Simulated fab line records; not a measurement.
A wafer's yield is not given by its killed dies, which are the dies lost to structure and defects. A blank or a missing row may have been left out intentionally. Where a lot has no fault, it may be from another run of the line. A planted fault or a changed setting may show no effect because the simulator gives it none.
Which tool was responsible? ; flow berkeley cmos170 ; 42 wafers from 14 lots sampled at 5 of the route's 331 steps

## WHAT THE GAUGES READ, wafer by wafer
UCB170_SDANNEAL_RS_MEAS_05: the measuring method here is four-point-probe. Usual: NLDD_RS gives 616.4 ohm/sq (standard deviation 1.5).
lot;measured;on;NLDD_RS (ohm/sq);flag
L826;day 8 19:44;film metro-04;618.4 616.5 616.2;
L830;day 8 21:27;film metro-04;617.2 617.3 616.1;
L827;day 8 22:03;film metro-04;616.4 616.7 618.2;
L824;day 8 21:43;film metro-03;615.7 614.7 613.9;
L828;day 8 22:11;film metro-03;616.4 617.5 617.2;
L831;day 9 10:32;film metro-03;620.5 619.0 618.0;
L834;day 9 16:34;film metro-03;623.6 621.9 621.5 622.2 621.3 621.3;OFF
L832;day 9 16:18;film metro-01;616.1 615.3 614.2;
L833;day 10 07:43;film metro-04;625.0 623.1 621.6 624.8 623.5 622.4;OFF
L839;day 11 13:50;film metro-03;617.7 617.0 617.4;
L841;day 11 14:13;film metro-04;616.6 616.6 615.1;
L840;day 11 14:35;film metro-03;614.1 613.3 614.1;
L842;day 11 14:45;film metro-01;615.8 614.4 614.4;
L846;day 12 15:56;film metro-03;617.7 616.2 615.9;

## WHAT TOOL EACH LOT RAN ON (gives the tool, then ch and the chambers of the sampled wafers, and finally the start)
lot;UCB170_NLDD_IMPLANT_08;UCB170_NLDD_STRIP_10;UCB170_BACKSIDE_STRIP_03;UCB170_SDANNEAL_RTA_00
L826;implanter-03 ch 0, day 8 02:19;plasma asher-02 ch 1, day 8 02:37;plasma asher-03 ch 0,1, day 8 18:58;rtp anneal-02 ch 0, day 8 19:14
L830;implanter-03 ch 0, day 8 07:53;plasma asher-02 ch 0,1, day 8 08:11;plasma asher-01 ch 0,1, day 8 20:41;rtp anneal-02 ch 0, day 8 20:58
L827;implanter-04 ch 0, day 8 09:07;plasma asher-03 ch 0,1, day 8 09:25;plasma asher-03 ch 0,1, day 8 20:59;rtp anneal-02 ch 0, day 8 21:16
L824;implanter-02 ch 0, day 8 09:16;plasma asher-02 ch 0,1, day 8 09:32;plasma asher-03 ch 0,1, day 8 20:53;rtp anneal-01 ch 0, day 8 21:10
L828;implanter-04 ch 0, day 8 10:04;plasma asher-02 ch 0,1, day 8 10:22;plasma asher-03 ch 0,1, day 8 21:20;rtp anneal-01 ch 0, day 8 21:37
L831;implanter-02 ch 0, day 8 19:51;plasma asher-03 ch 0,1, day 8 20:09;plasma asher-03 ch 0,1, day 9 09:46;rtp anneal-01 ch 0, day 9 10:04
L834;implanter-04 ch 0, day 9 02:50;plasma asher-04 ch 0,1, day 9 03:08;plasma asher-02 ch 0,1, day 9 15:47;rtp anneal-01 ch 0, day 9 16:03
L832;implanter-03 ch 0, day 9 03:07;plasma asher-04 ch 0,1, day 9 03:25;plasma asher-01 ch 0,1, day 9 15:32;rtp anneal-02 ch 0, day 9 15:49
L833;implanter-04 ch 0, day 9 15:29;plasma asher-04 ch 0,1, day 9 15:47;plasma asher-01 ch 0,1, day 10 05:40;rtp anneal-02 ch 0, day 10 07:13
L839;implanter-03 ch 0, day 11 01:33;plasma asher-04 ch 0,1, day 11 01:50;plasma asher-03 ch 0,1, day 11 12:58;rtp anneal-02 ch 0, day 11 13:20
L841;implanter-02 ch 0, day 11 01:46;plasma asher-03 ch 0,1, day 11 02:04;plasma asher-02 ch 0,1, day 11 13:15;rtp anneal-01 ch 0, day 11 13:44
L840;implanter-03 ch 0, day 11 02:23;plasma asher-03 ch 0,1, day 11 02:39;plasma asher-01 ch 0,1, day 11 13:36;rtp anneal-01 ch 0, day 11 14:06
L842;implanter-02 ch 0, day 11 02:38;plasma asher-04 ch 0,1, day 11 02:56;plasma asher-02 ch 0,1, day 11 13:57;rtp anneal-01 ch 0, day 11 14:16
L846;implanter-03 ch 0, day 12 02:17;plasma asher-04 ch 0,1, day 12 02:34;plasma asher-01 ch 0,1, day 12 15:10;rtp anneal-01 ch 0, day 12 15:26
- UCB170_NLDD_IMPLANT_08
- UCB170_NLDD_STRIP_10: strips in O2.
- UCB170_BACKSIDE_STRIP_03: strips in O2.
- UCB170_SDANNEAL_RTA_00: time 10 s.

## AS READ BY THE TOOLS THEMSELVES (means over the sampled wafers that have a number; for cases with no such wafer, the mark the record gives instead)
UCB170_NLDD_IMPLANT_08. Usual: rotation deg 0.001 degrees, standard deviation 0.017.
lot;tool;rotation deg (degrees);flag
L826;implanter-03;0.007;
L830;implanter-03;-0.017;
L827;implanter-04;0.010;
L824;implanter-02;0.007;
L828;implanter-04;-0.017;
L831;implanter-02;-0.010;
L834;implanter-04;0.006;
L832;implanter-03;-0.005;
L833;implanter-04;0.022;
L839;implanter-03;-0.012;
L841;implanter-02;0.006;
L840;implanter-03;0.021;
L842;implanter-02;0.001;
L846;implanter-03;0.005;

UCB170_NLDD_STRIP_10. Usual: drypump motor current A 5.9 A, standard deviation 0.37; oes product au 0.735 a.u., standard deviation 0.0047; strip time to endpoint s 21.65 s, standard deviation 0.075.
lot;tool;drypump motor current A (A);oes product au (a.u.);strip time to endpoint s (s);flag
L826;plasma asher-02;5.2;0.741;21.68;
L830;plasma asher-02;5.4;0.731;21.57;
L827;plasma asher-03;6.0;0.733;21.68;
L824;plasma asher-02;5.4;0.733;21.71;
L828;plasma asher-02;5.4;0.731;21.75;
L831;plasma asher-03;6.2;0.733;21.74;
L834;plasma asher-04;6.0;0.733;21.62;
L832;plasma asher-04;6.2;0.735;21.68;
L833;plasma asher-04;6.0;0.736;21.57;
L839;plasma asher-04;6.0;0.736;21.77;
L841;plasma asher-03;6.2;0.733;21.54;
L840;plasma asher-03;6.2;0.736;21.74;
L842;plasma asher-04;6.0;0.735;21.49;
L846;plasma asher-04;6.0;0.734;21.64;

UCB170_BACKSIDE_STRIP_03. Usual: drypump motor current A 5.8 A, standard deviation 0.33; oes product au 0.735 a.u., standard deviation 0.0049; strip time to endpoint s 21.99 s, standard deviation 0.058.
lot;tool;drypump motor current A (A);oes product au (a.u.);strip time to endpoint s (s);flag
L826;plasma asher-03;6.2;0.732;22.00;
L830;plasma asher-01;5.7;0.736;22.10;
L827;plasma asher-03;6.2;0.734;22.04;
L824;plasma asher-03;6.2;0.739;22.07;
L828;plasma asher-03;6.2;0.737;22.08;
L831;plasma asher-03;6.0;0.737;21.99;
L834;plasma asher-02;5.3;0.732;21.93;
L832;plasma asher-01;5.6;0.734;21.99;
L833;plasma asher-01;5.6;0.732;21.90;
L839;plasma asher-03;6.0;0.734;21.93;
L841;plasma asher-02;5.3;0.734;21.98;
L840;plasma asher-01;5.7;0.734;21.91;
L842;plasma asher-02;5.3;0.738;21.95;
L846;plasma asher-01;5.7;0.738;22.00;

UCB170_SDANNEAL_RTA_00. Usual: anneal temp c max 904.6, standard deviation 1.5; lamp power pct 26 %, standard deviation 4.9; wafer_temp_C_max 904.0, standard deviation 0.86.
lot;tool;anneal temp c max;lamp power pct (%);wafer_temp_C_max;flag
L826;rtp anneal-02;903.4;32;904.2;
L830;rtp anneal-02;902.6;32;904.8;
L827;rtp anneal-02;903.2;32;904.3;
L824;rtp anneal-01;906.0;22;903.6;
L828;rtp anneal-01;905.3;22;903.8;
L831;rtp anneal-01;905.7;22;903.5;
L834;rtp anneal-01;905.6;22;903.6;
L832;rtp anneal-02;903.6;32;904.1;
L833;rtp anneal-02;903.1;32;904.5;
L839;rtp anneal-02;902.9;32;904.1;
L841;rtp anneal-01;905.8;22;904.1;
L840;rtp anneal-01;905.0;22;903.6;
L842;rtp anneal-01;906.4;22;903.3;
L846;rtp anneal-01;905.5;22;903.8;

## THE ANSWER, worked out from the rows above alone
Rule: a lot is off if the mean of its wafers that have a number lies more than 3 standard deviations from the usual mean. A lot without any number at a reading at which 4 lots or more have one is off too. All remaining lots with rows at the step are treated as sound. The gauges are gone through in route order, then the tools' own readings, and for those a lot's mean is taken as printed above. The first step at which some lot is off is used, and at that step the reading that is off furthest; a lot without a number counts as furthest.
Off: at UCB170_SDANNEAL_RS_MEAS_05 (NLDD_RS), L834, L833.
If a tool, at a process step before that reading, ran all the lots that are off and no sound lot after the first of them, it fits. Gauges at UCB170_SDANNEAL_RS_MEAS_05: tried the same way as those tools. One fits: UCB170_NLDD_IMPLANT_08 on implanter-04. Its last sound lot is L828 (day 8 10:04), its first lot that is off L834 (day 9 02:50): a fault that began between those two fits.

## WHAT THE SIMULATOR PUT IN
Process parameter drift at UCB170_NLDD_IMPLANT_08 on implanter-04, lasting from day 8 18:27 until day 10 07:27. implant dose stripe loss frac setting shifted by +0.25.
Struck lots among those shown: L834, L833. The rule above reached the same finding.
